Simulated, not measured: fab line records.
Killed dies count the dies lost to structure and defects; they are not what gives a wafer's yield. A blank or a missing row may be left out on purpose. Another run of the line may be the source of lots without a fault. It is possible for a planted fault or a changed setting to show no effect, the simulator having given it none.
Problem report, 8D (eight disciplines) form, completed by code + flow berkeley-cmos170 + the parts of the form that need people (team, actions taken, sign-off) are left out

== 1. WHAT IS WRONG ==
cd-nm at UCB170_M1_CD_MEAS_90 reads a mean of 693.2 nm on 1 wafer of 1 lot; wafers without a fault read 701.1 nm with a standard deviation of 1.8. Relative to the usual mean, that is a shift of -4.4 standard deviations.
The step: target cd 700 nm.
First seen on wafer L174.3, day 10 10:08, on cd-sem-02. The record has a number at this step for 15 wafers belonging to 5 lots. Rule for "out", or "out of limits": more than 4 standard deviations from the usual mean. Any other wafer with a number is counted as sound.

== 2. WHAT IT IS; WHAT IT IS NOT ==
| question                    | is                | is not                                                                   |
|-----------------------------|-------------------|--------------------------------------------------------------------------|
| which readings at this step | cd-nm             | -                                                                        |
| which lots                  | L174              | L164, L165, L181, L183                                                   |
| which wafers of those lots  | L174.3            | L174.1, L174.5                                                           |
| read on which gauges        | cd-sem-02         | -                                                                        |
| when                        | from day 10 10:08 | up to then (8 sound wafers); but 6 sound wafers of L181, L183 came after |

== 3. SUSPECTS, AND WHAT RULES EACH OUT ==
Counting: any tool at a process step up to the reading remains a suspect provided it ran every lot that is out. Sound lots after the first of them don't rule it out here, since some wafers of a struck lot are sound.
- ruled out: the gauge at UCB170_M1_CD_MEAS_90. All the wafers that are out were read on cd-sem-02, but those of them that UCB170_M1_ETCH_11 has rows for are out there too, on other tools.
- pvd-sputter-02 at UCB170_M1_SPUTTER_00 (material Al, target thk 600 nm, time 80 s): kept. L174, the lot that is out, went through it at day 10 08:20; up to then, the latest sound lot through it was L165 at day 8 08:04.
- rie-diel-04 at UCB170_M1_ETCH_11 (etches BARC in N2/H2): kept. L174, the lot that is out, went through it at day 10 09:52; up to then, the latest sound lot through it was L165 at day 8 09:24. On those wafers its own readings are out: oes-product-au.
- rie-metal-02 at UCB170_M1_METAL_ETCH_12 (etches Al in Cl2/BCl3, stops on PSG, target depth 780 nm, time 126.8 s): kept. L174, the lot that is out, went through it at day 10 09:54; up to then, the latest sound lot through it was L165 at day 8 09:26.
- plasma-asher-03 at UCB170_M1_STRIP_13 (strips in O2): kept. It ran the lot that is out, L174 (day 10 10:02).
- Within rie-diel-04 at UCB170_M1_ETCH_11: the wafers that are out ran in chamber 2; their sound lot-mates ran in chambers 0, 3.
- Within plasma-asher-03 at UCB170_M1_STRIP_13, the wafers that are out were processed in chamber 0 and their sound lot-mates in chamber 1.
Left after counting: pvd-sputter-02 at UCB170_M1_SPUTTER_00, rie-diel-04 at UCB170_M1_ETCH_11, rie-metal-02 at UCB170_M1_METAL_ETCH_12, plasma-asher-03 at UCB170_M1_STRIP_13.

== 4. THE CAUSE (what the simulator had put in) ==
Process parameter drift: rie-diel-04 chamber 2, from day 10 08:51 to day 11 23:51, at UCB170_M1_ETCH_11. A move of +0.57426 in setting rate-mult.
Of the 4 suspects that counting leaves, this tool is one.

== 5. THE CHAIN OF EFFECTS, in route order ==
Each row: a reading whose mean over the struck wafers that have a number lies more than 3 standard deviations from the usual. Only readings whose record carries a usual standard deviation are examined. hours: median over the lots of the time between each lot's start at the first step of this table that gives one and its start at this step. sigmas: the change, counted in usual standard deviations.
| hours | step                 | reading        | usual      | on struck wafers | change | sigmas |
|-------|----------------------|----------------|------------|------------------|--------|--------|
| 0     | UCB170_M1_ETCH_11    | oes-product-au | 0.996 a.u. | 1.362            | +0.366 | +23    |
| 0     | UCB170_M1_CD_MEAS_90 | cd-nm          | 701.1 nm   | 693.2            | -7.9   | -4.4   |
Here are the process steps it includes:
- UCB170_M1_ETCH_11: etches BARC in N2/H2.

== 6. WHAT WOULD HAVE CAUGHT IT SOONER ==
In this record the first reading out of limits at a measuring or inspecting step was taken at day 10 10:08, 1 hour after the fault began at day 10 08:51.
The tool's own readings at UCB170_M1_ETCH_11 were out on every struck wafer that the step has a row for (oes-product-au): an alarm limit on them would have fired on the first of those.
All the lots that are out (1) had begun UCB170_M1_ETCH_11 on rie-diel-04 by day 10 10:08. Tool hold at that time: it would have spared none of them.
